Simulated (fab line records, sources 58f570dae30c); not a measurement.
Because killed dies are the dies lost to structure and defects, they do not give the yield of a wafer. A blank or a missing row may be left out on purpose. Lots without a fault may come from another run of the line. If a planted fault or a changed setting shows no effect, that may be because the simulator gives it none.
A struck lot beside a sound one -- flow berkeley cmos170 -- 16 out of 331 route steps
Sound: the wafers L552.1, L552.3, L552.5. The struck wafers were L547.1, L547.3, L547.5. At the end, the cause is stated.
Order at every step that has rows: each side's tool, ch and its chambers, its first start. Under that, the readings that differ: sound wafers -- struck wafers -- difference of the means -- sigmas: that difference in standard deviations of wafers without a fault.
alike: readings whose means differ by less than 2 such deviations, and words and numbers that are the same on both sides. not compared: withheld readings, readings that some wafer has no value for, bounds like >300 that may hide the same value, and numbers for which the record gives no deviation and whose values overlap.
The two part at a step that has a row with sigmas, a row that says differs or no value, or rows on one side only. When numbers do not overlap yet have no deviation, they are printed without sigmas and do not part them. A reading missing from all wafers of one side parts the sides only when that side holds two or more wafers.

UCB170_V2_CMP_02: polishes SiO2.
  sound on cmp-02 ch 0,2, day 13 15:23; struck on cmp-01 ch 0,2, day 12 06:50
  alike: edge zone pressure frac, head pressure psi, motor current A
UCB170_V2_BOW_MEAS_03:
  sound on film metro-02 at day 13 15:38; struck on film metro-03 at day 12 07:08
  alike: V2_BOW
UCB170_V2_THK_MEAS_04:
  sound on film metro-02 at day 13 15:46; struck on film metro-03 at day 12 07:16
  alike: V2_POLISHED_THK
then, 7 steps without rows for these wafers: UCB170_V2_CLEAN_05 (cleans in DIW); UCB170_V2_HMDS_06 (prime time 60 s); UCB170_V2_COAT_07 (resist thk 900 nm); UCB170_V2_SOFTBAKE_08 (time 60 s); UCB170_V2_EXPOSE_09 (exposes mask VIA2, target cd 700 nm); UCB170_V2_PEB_10; UCB170_V2_DEVELOP_11 (develop time 45 s).
UCB170_V2_CD_MEAS_12: target cd 700 nm.
  sound on cd sem-02 at day 13 17:20; struck on cd sem-02 at day 12 08:20
reading,sound,struck,difference,sigmas
cd nm (nm),701.6 703.1 702.2,698.1 698.6 698.3,-4.0,-2
UCB170_V2_OVL_MEAS_13:
  sound on overlay-01 at day 13 17:28; struck on overlay-01 at day 12 08:27
  alike: V2_OVL
UCB170_V2_ETCH_14: etches SiO2 in CHF3/CF4/Ar, stops on Al, target depth 1250 nm, time 291 s.
  sound on rie diel-02 ch 0,2, day 13 17:30; struck on rie diel-03 ch 0,3, day 12 08:29
reading,sound,struck,difference,sigmas
oes product au (a.u.),0.870 0.870 0.869,0.843 0.812 0.837,-0.039,-3
over etch frac,0.25 0.25 0.25,0.33552 0.33552 0.33552,+0.08552,
model.KrF_of_V2_COAT_07.thk nm (nm),609.6 607.6 608,588.2 587.2 586.9,-21.0,
  alike: drypump motor current A, rf fwd power W, throttle valve pct
  not compared: rf hours counter h
UCB170_V2_STRIP_15: strips in O2.
  sound on plasma asher-03 ch 0,1, day 13 17:40; struck on plasma asher-04 ch 1, day 12 08:46
reading,sound,struck,difference,sigmas
strip time to endpoint s (s),15.30 15.25 15.27,14.79 14.78 14.76,-0.50,-4
  alike: drypump motor current A, oes product au
  not compared: rf hours counter h
UCB170_V2_CD_MEAS_90: target cd 700 nm.
  sound on cd sem-01 at day 13 17:46; struck on cd sem-02 at day 12 08:52
  alike: cd nm
after that, 1 step had no rows for these wafers: UCB170_M3_PROBE_99.

## WHERE THEY PART
First at UCB170_V2_CD_MEAS_12; last, within this record, at UCB170_V2_STRIP_15. Later steps at which nothing parts them and some readings are alike: UCB170_V2_CD_MEAS_90.

WHY: the cause the simulator had injected
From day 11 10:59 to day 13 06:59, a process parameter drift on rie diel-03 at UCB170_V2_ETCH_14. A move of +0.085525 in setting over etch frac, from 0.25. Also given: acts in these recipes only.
